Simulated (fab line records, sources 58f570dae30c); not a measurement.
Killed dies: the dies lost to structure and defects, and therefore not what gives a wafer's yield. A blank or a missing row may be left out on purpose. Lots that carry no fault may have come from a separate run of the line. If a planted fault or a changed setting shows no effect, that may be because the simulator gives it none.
Which tool did it? ; flow berkeleyCmos170 ; 21 wafers from 7 lots sampled at 3 of the route's 331 steps

== WHAT THE GAUGES SHOWED, per wafer ==
UCB170_V2_CD_MEAS_12: the cd target is 700 nm.
lot;measured;on;cdNm (nm)
L882;day 7 21:34;cdSem-02;699.6 699.6 699.0
L884;day 8 13:24;cdSem-01;699.6 700.2 699.5
L888;day 9 18:55;cdSem-02;699.0 699.2 698.3
L890;day 9 19:56;cdSem-02;699.6 697.4 697.7
L894;day 11 00:29;cdSem-01;743.6 744.9 742.5 743.5 744.4 742.0
L898;day 12 02:50;cdSem-02;703.2 703.5 702.5
L901;day 12 20:26;cdSem-02;697.5 698.1 698.4

== EACH LOT AND THE TOOL THAT RAN IT (in order: tool; ch and the chambers of the sampled wafers; start) ==
lot;UCB170_PFIELD_STRIP_08;UCB170_V2_EXPOSE_09
L882;plasmaAsher-04 ch 0, day 4 20:38;krfScanner-02 ch 0, day 7 21:05
L884;plasmaAsher-01 ch 0,1, day 5 09:43;krfScanner-02 ch 0, day 8 13:01
L888;plasmaAsher-04 ch 0,1, day 6 09:37;krfScanner-02 ch 0, day 9 18:31
L890;plasmaAsher-01 ch 0,1, day 6 10:10;krfScanner-02 ch 0, day 9 19:33
L894;plasmaAsher-01 ch 0,1, day 7 16:49;krfScanner-01 ch 0, day 11 00:03
L898;plasmaAsher-04 ch 0,1, day 8 08:12;krfScanner-02 ch 0, day 12 02:14
L901;plasmaAsher-01 ch 0,1, day 9 09:40;krfScanner-02 ch 0, day 12 19:43
- UCB170_PFIELD_STRIP_08: strips in O2.
- UCB170_V2_EXPOSE_09: exposes mask VIA2, target cd 700 nm.

== THE ANSWER, worked out from the rows above alone ==
Rule: usual is defined by the lots themselves. The widest of any qualifying gaps counts: lots, ordered by their means at a reading, are off when they make up no more than a third of the lots, leave a main group of 4 or more, and stand apart from it by 3 or more times the standard deviation of that group's means. Not used: any main group whose means are identical at the precision the tables above print for the reading. A lot without any number at a reading at which 4 lots or more have one is off too. The other lots that the step has rows for count as sound.
Off, at UCB170_V2_CD_MEAS_12 on cdNm: L894. The main group: mean 699.5 nm, standard deviation 1.7.
If a tool, at a process step before that reading, ran all the lots that are off and no sound lot after the first of them, it fits. Gauges at UCB170_V2_CD_MEAS_12: tried the same way as those tools. Undecided on this evidence; 2 tools fit (krfScanner-01 at UCB170_V2_EXPOSE_09, cdSem-01 at UCB170_V2_CD_MEAS_12).

== WHAT WAS PUT IN BY THE SIMULATOR ==
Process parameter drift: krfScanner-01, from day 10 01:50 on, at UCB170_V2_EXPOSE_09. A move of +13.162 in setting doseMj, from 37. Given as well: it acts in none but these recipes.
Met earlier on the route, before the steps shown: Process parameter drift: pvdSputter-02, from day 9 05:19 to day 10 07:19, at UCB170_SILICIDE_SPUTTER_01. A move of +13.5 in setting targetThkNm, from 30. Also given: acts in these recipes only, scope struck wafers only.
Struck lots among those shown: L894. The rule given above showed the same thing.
